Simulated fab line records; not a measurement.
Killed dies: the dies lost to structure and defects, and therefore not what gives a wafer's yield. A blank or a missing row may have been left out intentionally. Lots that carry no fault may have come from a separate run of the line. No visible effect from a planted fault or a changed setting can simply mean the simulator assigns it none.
fab line records	flow berkeleyCmos170	part 1 of 2: steps 1 to 27 of 39
record: lots: 5	wafers: 15	lastDay: 12
route steps=331 shown START@1 ZERO@6 NWELL@14 PWELL@34
lots untouched by any fault: they come from a run of this same line in which no faults occurred
startH: hours from the record's first day to the start of the lot's first wafer shown	waitH: hours from the lot's prior step to this one	" unchanged from the row above	L1.1+2: several wafers, shown together as one row	- either no value or no given start	* or withheld: withheld	< > ~ a bound
route shown NAME@n: a module of which the file shows steps, and the number in the route of the first	usual: mean/standard deviation taken from wafers without a fault	same: alike in all rows	chamber/n: place in a boat	sites: per-site readings	_std_site: standard deviation across them	_edge_site: outer sites' mean less inner sites'	radiusMm: for every site, how far away it sits from the centre of the wafer	mask NAME#n: copy n	behind: the most recent tool/chamber to have shaped the wafer	hold: cause of the lot's hold/its duration in hours/its outcome	device: which transistor (n, p or np) failed to switch	end of line: tests run on the same wafers once the route is complete	for a step that has no rows: nothing shown but its recipe	killed: the dies lost at the first sort to structure and to defects; this is not the yield of the wafer	map: dies across one wafer; x = killed, . = not, _ = none there
set.NAME: the setting the step ran with; set.NAME@STEP: the setting that earlier step ran with	model.NAME: the simulator's own value behind a step, which no gauge read
a table for each step, a row for each wafer; lots at some steps of the route
services: when a tool's chamber went out of use (startH, in hours from the record's first day, below 0 if earlier), for how many hours, and the reason
== steps ==
step: UCB170_START_BOW_MEAS_00
recipe: mode: bow
usual: INCOMING_BOW: 0/6.5
lot.wafer	tool	chamber	startH	waitH	INCOMING_BOW[um]
L074.1	filmMetro-02	-	10.00	-	-1
L074.4	"	-	"	"	15
L074.6	"	-	"	"	-1
L085.1	filmMetro-04	-	65.00	-	-3
L085.5	"	-	"	"	-12
L085.6	"	-	"	"	0
L088.2	filmMetro-04	-	80.02	-	-1
L088.3	"	-	"	"	-1
L088.5	"	-	"	"	0
L089.2	filmMetro-03	-	85.02	-	11
L089.3	"	-	"	"	-5
L089.6	"	-	"	"	-6
L092.4	filmMetro-02	-	100.06	-	8
L092.5	"	-	"	"	-1
L092.6	"	-	"	"	16
step: UCB170_START_CLEAN_01
recipe: chemistry: dHF	dilution: 25:1	timeS: 60
lot.wafer	tool	chamber	startH	waitH
L074.1+4+6	wetBench-03	3	10.12	0.1
L085.1+5+6	wetBench-04	0	65.12	0.1
L088.2+3+5	wetBench-02	3	80.12	0.1
L089.2+3+6	wetBench-03	1	85.12	0.1
L092.4+5+6	wetBench-02	2	100.12	0.0
step: UCB170_START_OXIDATION_02
recipe: tempC: 950	ambient: O2	targetThkA: 200	oxTimeS: 1800
usual: zonePowerCentrePct: 45.8/2.9
lot.wafer	tool	chamber	startH	waitH	zonePowerCentrePct
L074.1	furnace-01	0	15.61	5.5	48.4
L074.4	"	0	"	"	47.9
L074.6	"	0	"	"	48.3
L085.1	furnace-01	0	67.80	2.7	48.1
L085.5	"	0	"	"	48.5
L085.6	"	0	"	"	47.9
L088.2	furnace-04	0	83.65	3.5	41.2
L088.3	"	0	"	"	40.8
L088.5	"	0	"	"	40.9
L089.2	furnace-04	0	86.40	1.3	40.9
L089.3	"	0	"	"	41.3
L089.6	"	0	"	"	40.6
L092.4	furnace-01	0	103.52	3.4	47.7
L092.5	"	0	"	"	47.9
L092.6	"	0	"	"	48.0
step: UCB170_START_THK_MEAS_03
recipe: reads: SiO2_of_START_OXIDATION_02
usual: START_OXIDE_THK: 20.1/0.38
lot.wafer	tool	chamber	startH	waitH	START_OXIDE_THK[nm]
L074.1	filmMetro-03	-	17.11	0.0	20.1
L074.4	"	-	"	"	20.0
L074.6	"	-	"	"	20.4
L085.1	filmMetro-03	-	69.30	0.0	20.5
L085.5	"	-	"	"	20.5
L085.6	"	-	"	"	20.3
L088.2	filmMetro-02	-	85.16	0.0	20.2
L088.3	"	-	"	"	19.9
L088.5	"	-	"	"	19.7
L089.2	filmMetro-03	-	87.92	0.0	20.6
L089.3	"	-	"	"	20.3
L089.6	"	-	"	"	20.4
L092.4	filmMetro-03	-	105.05	0.0	21.0
L092.5	"	-	"	"	20.9
L092.6	"	-	"	"	20.6
step: UCB170_START_ANNEAL_04
recipe: tempC: 950	timeS: 1200	ambient: N2
usual: zonePowerCentrePct: 44/3.1
lot.wafer	tool	chamber	startH	waitH	zonePowerCentrePct
L074.1	furnace-04	0	22.20	5.1	41
L074.4	"	0	"	"	40
L074.6	"	0	"	"	41
L085.1	furnace-01	0	75.24	5.9	48
L085.5	"	0	"	"	49
L085.6	"	0	"	"	48
L088.2	furnace-01	0	86.40	1.2	49
L088.3	"	0	"	"	48
L088.5	"	0	"	"	48
L089.2	furnace-04	0	89.57	1.6	41
L089.3	"	0	"	"	41
L089.6	"	0	"	"	41
L092.4	furnace-04	0	105.21	0.2	42
L092.5	"	0	"	"	41
L092.6	"	0	"	"	42
step: UCB170_ZERO_HMDS_00
recipe: primeTimeS: 60	primeTempC: 100
lot.wafer	tool	chamber	startH	waitH
L074.1+4+6	lithoTrack-03	0	23.53	0.0
L085.1+5+6	lithoTrack-04	0	76.57	0.0
L088.2+3+5	lithoTrack-01	0	87.96	0.2
L089.2+3+6	lithoTrack-03	0	91.11	0.2
L092.4+5+6	lithoTrack-01	0	107.70	1.2
step: UCB170_ZERO_COAT_01
recipe: resist: KrF	spinRpm: 1500	resistThkNm: 900
lot.wafer	tool	chamber	startH	waitH
L074.1+4+6	lithoTrack-03	0	23.68	0.1
L085.1+5+6	lithoTrack-04	0	76.72	0.1
L088.2+3+5	lithoTrack-01	0	88.11	0.1
L089.2+3+6	lithoTrack-03	0	91.26	0.1
L092.4+5+6	lithoTrack-01	0	107.85	0.1
step: UCB170_ZERO_SOFTBAKE_02
recipe: resist: KrF	tempC: 130	timeS: 60
usual: heaterPowerTotalW: 56.79/0.044
lot.wafer	tool	chamber	startH	waitH	heaterPowerTotalW
L074.1	lithoTrack-03	0	23.83	0.1	56.87
L074.4	"	0	"	"	56.80
L074.6	"	0	"	"	56.67
L085.1	lithoTrack-04	0	76.87	0.1	56.69
L085.5	"	0	"	"	56.75
L085.6	"	0	"	"	56.82
L088.2	lithoTrack-01	0	88.26	0.1	56.84
L088.3	"	0	"	"	56.82
L088.5	"	0	"	"	56.76
L089.2	lithoTrack-03	0	91.41	0.1	56.81
L089.3	"	0	"	"	56.77
L089.6	"	0	"	"	56.75
L092.4	lithoTrack-01	0	108.00	0.1	56.72
L092.5	"	0	"	"	56.79
L092.6	"	0	"	"	56.85
step: UCB170_ZERO_EXPOSE_03
recipe: maskId: PM_MARKS	na: 0.5	sigmaOuter: 0.6	sourceShape: conventional	targetCdNm: 4000	doseMj: 30
usual: exposureDoseMJCm2: 30.002/0.026
lot.wafer	tool	chamber	startH	waitH	mask	exposureDoseMJCm2
L074.1	krfScanner-02	0	24.28	0.4	PM_MARKS#0	29.950
L074.4	"	0	"	"	PM_MARKS#0	30.012
L074.6	"	0	"	"	PM_MARKS#0	30.015
L085.1	krfScanner-02	0	77.26	0.4	PM_MARKS#0	29.992
L085.5	"	0	"	"	PM_MARKS#0	29.998
L085.6	"	0	"	"	PM_MARKS#0	29.995
L088.2	krfScanner-01	0	88.41	0.1	PM_MARKS#0	30.042
L088.3	"	0	"	"	PM_MARKS#0	30.032
L088.5	"	0	"	"	PM_MARKS#0	29.988
L089.2	krfScanner-01	0	91.56	0.1	PM_MARKS#0	30.042
L089.3	"	0	"	"	PM_MARKS#0	30.002
L089.6	"	0	"	"	PM_MARKS#0	29.995
L092.4	krfScanner-02	0	108.26	0.2	PM_MARKS#0	29.987
L092.5	"	0	"	"	PM_MARKS#0	30.009
L092.6	"	0	"	"	PM_MARKS#0	29.991
step: UCB170_ZERO_PEB_04
recipe: pebTempC: 130	pebTimeS: withheld	resist: KrF
usual: heaterPowerTotalW: 56.80/0.045
lot.wafer	tool	chamber	startH	waitH	heaterPowerTotalW
L074.1	lithoTrack-03	0	24.43	0.1	56.70
L074.4	"	0	"	"	56.84
L074.6	"	0	"	"	56.88
L085.1	lithoTrack-01	0	77.38	0.1	56.77
L085.5	"	0	"	"	56.76
L085.6	"	0	"	"	56.82
L088.2	lithoTrack-04	0	88.63	0.2	56.82
L088.3	"	0	"	"	56.88
L088.5	"	0	"	"	56.86
L089.2	lithoTrack-01	0	91.94	0.4	56.74
L089.3	"	0	"	"	56.77
L089.6	"	0	"	"	56.80
L092.4	lithoTrack-01	0	109.05	0.8	56.79
L092.5	"	0	"	"	56.80
L092.6	"	0	"	"	56.77
step: UCB170_ZERO_DEVELOP_05
recipe: developer: TMAH	developTimeS: 45	resist: KrF	devTempC: 21
lot.wafer	tool	chamber	startH	waitH
L074.1+4+6	lithoTrack-03	0	-	-
L085.1+5+6	lithoTrack-01	0	-	-
L088.2+3+5	lithoTrack-04	0	-	-
L089.2+3+6	lithoTrack-01	0	-	-
L092.4+5+6	lithoTrack-01	0	-	-
step: UCB170_ZERO_ETCH_06
recipe: chemistry: CHF3/CF4/Ar	target: SiO2	timeS: 12	pressureMtorr: 100	rfW: 500	CHF3_flow_sccm: 50	cf4FlowSccm: 10	Ar_flow_sccm: 120	overEtchFrac: 1.58
usual: chamberPressureMTorr: 99.99/0.095	drypumpMotorCurrentA: 5.6/0.42	oesProductAu: 0.621/0.0084	throttleValvePct: 9.23/0.19
same: overEtchFrac: 1.58
lot.wafer	tool	chamber	startH	waitH	chamberPressureMTorr	drypumpMotorCurrentA	oesProductAu	rfHoursCounterH	throttleValvePct
L074.1	rieDiel-01	2	24.70	-	99.96	5.2	0.617	14	9.30
L074.4	"	1	"	"	100.00	5.5	0.628	78	9.01
L074.6	"	0	"	"	100.13	5.7	0.617	-	9.07
L085.1	rieDiel-04	3	77.65	-	100.00	5.7	0.625	1	9.43
L085.5	"	2	"	"	99.97	6.5	0.613	-	9.57
L085.6	"	3	"	"	100.04	5.7	0.617	-	9.45
L088.2	rieDiel-03	1	88.88	-	99.94	5.7	0.628	114	9.28
L088.3	"	3	"	"	99.93	5.8	0.607	57	9.04
L088.5	"	2	"	"	100.06	5.0	0.632	-	9.20
L089.2	rieDiel-01	3	92.19	-	99.92	4.9	0.609	48	9.49
L089.3	"	2	"	"	99.90	5.1	0.620	17	9.29
L089.6	"	2	"	"	100.08	5.2	0.611	-	9.29
L092.4	rieDiel-04	3	109.25	-	99.94	5.7	0.629	4	9.45
L092.5	"	3	"	"	99.99	5.7	0.625	-	9.45
L092.6	"	0	"	"	99.97	5.4	0.625	-	8.93
step: UCB170_ZERO_STRIP_07
recipe: chemistry: O2	powerW: 400	pressureMtorr: 3500	platenTempC: withheld	o2FlowSccm: 400	overashFraction: 0.5
usual: chamberPressureMTorr: 3500/3.1	drypumpMotorCurrentA: 5.9/0.42	oesProductAu: 0.727/0.0048	stripTimeToEndpointS: 21.48/0.074
lot.wafer	tool	chamber	startH	waitH	chamberPressureMTorr	drypumpMotorCurrentA	oesProductAu	rfHoursCounterH	stripTimeToEndpointS
L074.1	plasmaAsher-04	0	24.73	0.0	3500	5.8	0.732	23	21.62
L074.4	"	1	"	"	3500	5.7	0.727	-	21.55
L074.6	"	0	"	"	3500	5.8	0.723	-	21.51
L085.1	plasmaAsher-01	1	77.68	0.0	3500	6.4	0.723	25	21.50
L085.5	"	0	"	"	3504	5.3	0.735	-	21.47
L085.6	"	1	"	"	3503	6.4	0.736	-	21.49
L088.2	plasmaAsher-01	0	88.90	0.0	3500	5.3	0.724	27	21.57
L088.3	"	1	"	"	3493	6.4	0.730	-	21.60
L088.5	"	1	"	"	3497	6.4	0.728	-	21.55
L089.2	plasmaAsher-02	0	92.21	0.0	3495	6.5	0.727	36	21.56
L089.3	"	0	"	"	3498	6.5	0.728	-	21.53
L089.6	"	1	"	"	3503	5.8	0.732	-	21.54
L092.4	plasmaAsher-04	1	109.31	0.0	3499	5.7	0.731	-	21.37
L092.5	"	0	"	"	3501	5.8	0.727	-	21.42
L092.6	"	1	"	"	3502	5.6	0.719	-	21.47
step: UCB170_NWELL_WET_ETCH_00
recipe: chemistry: dHF	dilution: 25:1	target: SiO2	tempC: 25	timeS: 200
lot.wafer	tool	chamber	startH	waitH
L074.1+4+6	wetBench-01	1	25.25	0.5
L085.1+5+6	wetBench-02	2	77.78	0.1
L088.2+3+5	wetBench-02	3	89.00	0.1
L089.2+3+6	wetBench-04	2	94.38	2.1
L092.4+5+6	wetBench-02	2	110.99	1.6
step: UCB170_NWELL_OXIDATION_01
recipe: tempC: 1000	ambient: O2	targetThkA: 264	oxTimeS: 1260
usual: zonePowerCentrePct: 48.7/2.5
lot.wafer	tool	chamber	startH	waitH	zonePowerCentrePct
L074.1	furnace-01	0	26.69	1.4	50.3
L074.4	"	0	"	"	50.5
L074.6	"	0	"	"	51.0
L085.1	furnace-02	0	82.11	4.3	49.2
L085.5	"	0	"	"	48.9
L085.6	"	0	"	"	48.0
L088.2	furnace-01	0	90.74	1.7	50.9
L088.3	"	0	"	"	51.4
L088.5	"	0	"	"	50.7
L089.2	furnace-02	0	100.95	6.5	48.8
L089.3	"	0	"	"	49.3
L089.6	"	0	"	"	48.7
L092.4	furnace-01	0	113.77	2.7	50.7
L092.5	"	0	"	"	51.7
L092.6	"	0	"	"	50.8
step: UCB170_NWELL_THK_MEAS_02
recipe: reads: SiO2_of_NWELL_OXIDATION_01
usual: NWELL_OXIDE_THK: 26.1/0.41
lot.wafer	tool	chamber	startH	waitH	NWELL_OXIDE_THK[nm]
L074.1	filmMetro-01	-	28.04	0.0	26.3
L074.4	"	-	"	"	25.6
L074.6	"	-	"	"	26.2
L085.1	filmMetro-02	-	83.46	0.0	26.0
L085.5	"	-	"	"	25.9
L085.6	"	-	"	"	25.8
L088.2	filmMetro-04	-	92.10	0.0	26.5
L088.3	"	-	"	"	26.3
L088.5	"	-	"	"	27.0
L089.2	filmMetro-02	-	102.31	0.0	26.1
L089.3	"	-	"	"	26.1
L089.6	"	-	"	"	26.6
L092.4	filmMetro-01	-	115.15	0.0	26.2
L092.5	"	-	"	"	26.8
L092.6	"	-	"	"	26.8
step: UCB170_NWELL_ANNEAL_03
recipe: tempC: 1000	timeS: 900	ambient: N2
usual: zonePowerCentrePct: 47.8/2.9
lot.wafer	tool	chamber	startH	waitH	zonePowerCentrePct
L074.1	furnace-02	0	30.29	2.2	48.8
L074.4	"	0	"	"	49.2
L074.6	"	0	"	"	48.9
L085.1	furnace-02	0	84.71	1.2	48.2
L085.5	"	0	"	"	49.2
L085.6	"	0	"	"	48.2
L088.2	furnace-02	0	94.70	2.6	48.4
L088.3	"	0	"	"	48.5
L088.5	"	0	"	"	49.6
L089.2	furnace-04	0	103.96	1.6	43.6
L089.3	"	0	"	"	43.2
L089.6	"	0	"	"	43.8
L092.4	furnace-01	0	118.62	3.5	51.7
L092.5	"	0	"	"	51.6
L092.6	"	0	"	"	52.0
step: UCB170_NWELL_CVD_04
recipe: material: Si3N4	targetThkNm: 224	tempC: 800	precursor: SiH2Cl2/NH3	timeS: 3360	pressureMtorr: 200	sih2cl2FlowSccm: 25	nh3FlowSccm: 75
usual: zonePowerCentrePct: 35.5/2
lot.wafer	tool	chamber	startH	waitH	zonePowerCentrePct
L074.1	lpcvd-01	1	31.54	0.0	38.5
L074.4	"	1	"	"	38.4
L074.6	"	1	"	"	38.5
L085.1	lpcvd-02	1	86.63	0.7	34.9
L085.5	"	1	"	"	34.7
L085.6	"	1	"	"	34.7
L088.2	lpcvd-02	1	95.95	0.0	34.9
L088.3	"	1	"	"	35.2
L088.5	"	1	"	"	35.3
L089.2	lpcvd-02	1	105.21	0.0	34.7
L089.3	"	1	"	"	34.8
L089.6	"	1	"	"	34.2
L092.4	lpcvd-02	1	119.87	0.0	35.0
L092.5	"	1	"	"	34.9
L092.6	"	1	"	"	34.9
step: UCB170_NWELL_THK_MEAS_05
recipe: reads: Si3N4_of_NWELL_CVD_04
usual: NWELL_NITRIDE_THK: 224.1/2.5
lot.wafer	tool	chamber	startH	waitH	NWELL_NITRIDE_THK[nm]
L074.1	filmMetro-04	-	33.48	0.0	222.3
L074.4	"	-	"	"	222.6
L074.6	"	-	"	"	221.8
L085.1	filmMetro-01	-	88.62	0.1	223.4
L085.5	"	-	"	"	223.9
L085.6	"	-	"	"	222.7
L088.2	filmMetro-04	-	97.91	0.0	221.8
L088.3	"	-	"	"	223.7
L088.5	"	-	"	"	223.1
L089.2	filmMetro-01	-	107.16	0.0	221.5
L089.3	"	-	"	"	223.4
L089.6	"	-	"	"	224.6
L092.4	filmMetro-04	-	121.83	0.0	220.6
L092.5	"	-	"	"	220.6
L092.6	"	-	"	"	222.9
step: UCB170_NWELL_HMDS_06
recipe: primeTimeS: 60	primeTempC: 100
lot.wafer	tool	chamber	startH	waitH
L074.1+4+6	lithoTrack-02	0	33.79	0.3
L085.1+5+6	lithoTrack-01	0	89.11	0.5
L088.2+3+5	lithoTrack-02	0	99.36	1.4
L089.2+3+6	lithoTrack-01	0	108.10	0.9
L092.4+5+6	lithoTrack-04	0	122.40	0.6
step: UCB170_NWELL_COAT_07
recipe: resist: KrF	spinRpm: 1500	resistThkNm: 900
lot.wafer	tool	chamber	startH	waitH
L074.1+4+6	lithoTrack-02	0	33.94	0.1
L085.1+5+6	lithoTrack-01	0	89.26	0.1
L088.2+3+5	lithoTrack-02	0	99.51	0.1
L089.2+3+6	lithoTrack-01	0	108.25	0.1
L092.4+5+6	lithoTrack-04	0	122.55	0.1
step: UCB170_NWELL_SOFTBAKE_08
recipe: resist: KrF	tempC: 130	timeS: 60
usual: heaterPowerTotalW: 56.80/0.046
lot.wafer	tool	chamber	startH	waitH	heaterPowerTotalW
L074.1	lithoTrack-02	0	34.09	0.1	56.76
L074.4	"	0	"	"	56.78
L074.6	"	0	"	"	56.78
L085.1	lithoTrack-01	0	89.41	0.1	56.73
L085.5	"	0	"	"	56.81
L085.6	"	0	"	"	56.79
L088.2	lithoTrack-02	0	99.66	0.1	56.82
L088.3	"	0	"	"	56.85
L088.5	"	0	"	"	56.77
L089.2	lithoTrack-01	0	108.40	0.1	56.81
L089.3	"	0	"	"	56.81
L089.6	"	0	"	"	56.86
L092.4	lithoTrack-04	0	122.70	0.1	56.85
L092.5	"	0	"	"	56.83
L092.6	"	0	"	"	56.77
step: UCB170_NWELL_EXPOSE_09
recipe: maskId: NWELL	targetCdNm: 3000	na: 0.5	sigmaOuter: 0.6	sourceShape: conventional	doseMj: 25
usual: exposureDoseMJCm2: 25.003/0.023
lot.wafer	tool	chamber	startH	waitH	mask	exposureDoseMJCm2
L074.1	krfScanner-02	0	34.24	0.1	NWELL#0	25.022
L074.4	"	0	"	"	NWELL#0	25.039
L074.6	"	0	"	"	NWELL#0	24.996
L085.1	krfScanner-01	0	89.56	0.1	NWELL#0	25.018
L085.5	"	0	"	"	NWELL#0	24.988
L085.6	"	0	"	"	NWELL#0	25.014
L088.2	krfScanner-02	0	-	-	NWELL#0	24.983
L088.3	"	0	"	"	NWELL#0	24.959
L088.5	"	0	"	"	NWELL#0	25.007
L089.2	krfScanner-01	0	108.67	0.2	NWELL#0	25.013
L089.3	"	0	"	"	NWELL#0	24.987
L089.6	"	0	"	"	NWELL#0	24.985
L092.4	krfScanner-01	0	122.83	0.1	NWELL#0	25.040
L092.5	"	0	"	"	NWELL#0	24.987
L092.6	"	0	"	"	NWELL#0	24.995
step: UCB170_NWELL_PEB_10
recipe: pebTempC: 130	pebTimeS: withheld	resist: KrF
usual: heaterPowerTotalW: 56.81/0.048
lot.wafer	tool	chamber	startH	waitH	heaterPowerTotalW
L074.1	lithoTrack-01	0	34.39	0.1	56.83
L074.4	"	0	"	"	56.79
L074.6	"	0	"	"	56.76
L085.1	lithoTrack-04	0	89.72	0.1	56.83
L085.5	"	0	"	"	56.85
L085.6	"	0	"	"	56.85
L088.2	lithoTrack-01	0	-	-	56.83
L088.3	"	0	"	"	56.74
L088.5	"	0	"	"	56.83
L089.2	lithoTrack-01	0	109.55	0.9	56.82
L089.3	"	0	"	"	56.80
L089.6	"	0	"	"	56.81
L092.4	lithoTrack-01	0	123.03	0.2	56.79
L092.5	"	0	"	"	56.82
L092.6	"	0	"	"	56.81
step: UCB170_NWELL_DEVELOP_11
recipe: developer: TMAH	developTimeS: 45	resist: KrF	devTempC: 21
lot.wafer	tool	chamber	startH	waitH
L074.1+4+6	lithoTrack-01	0	-	-
L085.1+5+6	lithoTrack-04	0	-	-
L088.2+3+5	lithoTrack-01	0	-	-
L089.2+3+6	lithoTrack-01	0	-	-
L092.4+5+6	lithoTrack-01	0	-	-
step: UCB170_NWELL_OVL_MEAS_12
usual: NWELL_OVL: 4/4.8
lot.wafer	tool	chamber	startH	waitH	NWELL_OVL[nm]
L074.1	overlay-02	-	34.67	-	1
L074.4	"	-	"	"	8
L074.6	"	-	"	"	12
L085.1	overlay-01	-	89.99	-	8
L085.5	"	-	"	"	8
L085.6	"	-	"	"	-3
L088.2	overlay-01	-	101.46	-	5
L088.3	"	-	"	"	-5
L088.5	"	-	"	"	2
L089.2	overlay-02	-	109.81	-	-1
L089.3	"	-	"	"	3
L089.6	"	-	"	"	1
L092.4	overlay-02	-	123.24	-	-4
L092.5	"	-	"	"	1
L092.6	"	-	"	"	-6
step: UCB170_NWELL_ETCH_13
recipe: chemistry: CH3F/Ar/O2	target: Si3N4	stopOn: SiO2	CH3F_flow_sccm: 20	Ar_flow_sccm: 50	O2_flow_sccm: 7	pressureMtorr: 50	rfW: 450	targetDepthA: 2464	overEtchFrac: 0.1	timeS: 154
usual: chamberPressureMTorr: 50.00/0.042	drypumpMotorCurrentA: 5.7/0.41	oesProductAu: 0.947/0.014	throttleValvePct: 8.05/0.15
same: overEtchFrac: 0.1
lot.wafer	tool	chamber	startH	waitH	chamberPressureMTorr	drypumpMotorCurrentA	oesProductAu	rfHoursCounterH	throttleValvePct
L074.1	rieDiel-03	2	34.70	0.0	50.03	5.0	0.958	3	8.03
L074.4	"	1	"	"	49.99	5.7	0.957	112	8.10
L074.6	"	1	"	"	49.95	5.7	0.947	-	8.09
L085.1	rieDiel-02	3	90.03	0.0	50.01	5.6	0.942	13	8.04
L085.5	"	1	"	"	49.99	5.8	0.960	-	8.11
L085.6	"	3	"	"	49.98	5.6	0.947	-	8.06
L088.2	rieDiel-03	0	101.49	0.0	50.01	5.4	0.939	157	8.07
L088.3	"	2	"	"	49.94	4.9	0.957	6	8.02
L088.5	"	2	"	"	49.98	4.9	0.948	-	8.05
L089.2	rieDiel-03	1	109.84	0.0	49.99	5.7	0.953	115	8.11
L089.3	"	3	"	"	49.88	5.8	0.908	58	7.87
L089.6	"	3	"	"	49.93	5.8	0.929	-	7.88
L092.4	rieDiel-04	3	123.26	0.0	50.03	5.7	0.950	5	8.24
L092.5	"	3	"	"	49.96	5.7	0.941	-	8.24
L092.6	"	0	"	"	50.03	5.4	0.947	-	7.76
